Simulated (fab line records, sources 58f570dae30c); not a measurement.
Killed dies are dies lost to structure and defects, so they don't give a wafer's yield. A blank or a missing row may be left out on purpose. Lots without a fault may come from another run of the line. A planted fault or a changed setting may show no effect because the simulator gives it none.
Which tool did it? | flow berkeley_cmos170 | 7 lots, 21 wafers sampled, at 1 step of a route of 331

WHAT THE GAUGES READ, wafer by wafer
UCB170_NWELL_THK_MEAS_02.
lot  | measured    | on            | NWELL_OXIDE_THK (nm)
L745 | day 2 12:35 | film_metro-01 | 25.9 25.4 25.9
L754 | day 4 04:07 | film_metro-03 | 26.4 26.6 26.2
L755 | day 4 12:37 | film_metro-04 | 26.3 26.0 26.0
L757 | day 4 22:19 | film_metro-01 | 26.6 27.0 26.6
L761 | day 5 15:29 | film_metro-03 | 26.6 27.2 26.3
L763 | day 6 02:07 | film_metro-01 | 26.2 25.8 25.7
L765 | day 6 13:16 | film_metro-03 | 26.7 26.5 26.5

WHICH TOOL RAN EACH LOT (tool, then ch and the chambers of the sampled wafers, then the start)
The record holds no process step before these readings.

THE ANSWER, worked out from the rows above alone
Rule: what is usual is taken from the lots themselves. Put in order of their means at a reading, lots are off if they are a third of the lots or fewer, leave a main group of 4 or more, and stand apart from it by a gap of 3 or more times the standard deviation of the main group's means; of several such gaps the widest counts. A main group whose means are all the same, to the digits that the tables above print for the reading, isn't used. A lot without any number at a reading at which 4 lots or more have one is off too. The other lots that the step has rows for count as sound.
No lot is off at any reading shown: from this, nothing can be told.

WHAT THE SIMULATOR HAD PUT IN
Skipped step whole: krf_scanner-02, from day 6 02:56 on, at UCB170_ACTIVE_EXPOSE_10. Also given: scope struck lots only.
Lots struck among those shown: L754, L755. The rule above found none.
